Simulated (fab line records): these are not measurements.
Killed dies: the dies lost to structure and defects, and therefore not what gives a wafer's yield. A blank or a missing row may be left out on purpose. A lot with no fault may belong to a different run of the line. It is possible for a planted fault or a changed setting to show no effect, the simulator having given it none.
Which of the tools did it? | flow rit-cmos | 7 lots, 21 wafers sampled, at 3 steps of a route of 202

== WHAT THE GAUGES SHOWED, per wafer ==
RIT_SDANNEAL_RS_MEAS_05: the measuring method here is four-point-probe.
lot  | measured    | on            | NSD_RS (ohm/sq)
L220 | day 3 14:49 | film-metro-03 | 84.4 84.2 84.2
L222 | day 4 00:59 | film-metro-03 | 84.1 84.2 84.3
L225 | day 4 10:40 | film-metro-03 | 84.2 84.1 84.1
L229 | day 5 11:42 | film-metro-01 | 84.7 84.6 85.1
L231 | day 5 15:50 | film-metro-02 | 84.5 84.8 84.8
L238 | day 7 19:54 | film-metro-01 | 84.5 84.5 84.8
L242 | day 8 12:10 | film-metro-02 | 84.3 84.5 84.4

== WHAT TOOL EACH LOT RAN ON (gives the tool, then ch and the chambers of the sampled wafers, and finally the start) ==
lot  | RIT_FOX2_OXIDATION_00        | RIT_NRETRO_STRIP_09
L220 | furnace-01 ch 0, day 2 02:59 | plasma-asher-01 ch 0,1, day 2 16:13
L222 | furnace-04 ch 0, day 2 10:22 | plasma-asher-02 ch 0,1, day 3 00:46
L225 | furnace-03 ch 0, day 3 00:14 | plasma-asher-01 ch 0, day 3 12:53
L229 | furnace-01 ch 0, day 4 01:56 | plasma-asher-02 ch 0,1, day 4 14:24
L231 | furnace-01 ch 0, day 4 05:49 | plasma-asher-01 ch 0,1, day 4 19:27
L238 | furnace-03 ch 0, day 6 00:37 | plasma-asher-01 ch 0,1, day 6 13:37
L242 | furnace-01 ch 0, day 6 13:21 | plasma-asher-04 ch 0,1, day 7 03:42
- RIT_FOX2_OXIDATION_00: target thk 350.7 nm, ox time 1158 s.
- RIT_NRETRO_STRIP_09: strips in O2, time 180 s.

== THE ANSWER, worked out from the rows above alone ==
Rule: what is usual is taken from the lots themselves. The widest of any qualifying gaps counts: lots, ordered by their means at a reading, are off when they make up no more than a third of the lots, leave a main group of 4 or more, and stand apart from it by 3 or more times the standard deviation of that group's means. The tables above print the reading to a certain number of digits; a main group whose means all agree to those digits is not used. Also off: a lot with no number at a reading for which 4 or more lots have one. Where the step has rows for the other lots, those lots are counted as sound.
None of the lots is off at any reading shown; this tells nothing.

== WHAT WAS PUT IN BY THE SIMULATOR ==
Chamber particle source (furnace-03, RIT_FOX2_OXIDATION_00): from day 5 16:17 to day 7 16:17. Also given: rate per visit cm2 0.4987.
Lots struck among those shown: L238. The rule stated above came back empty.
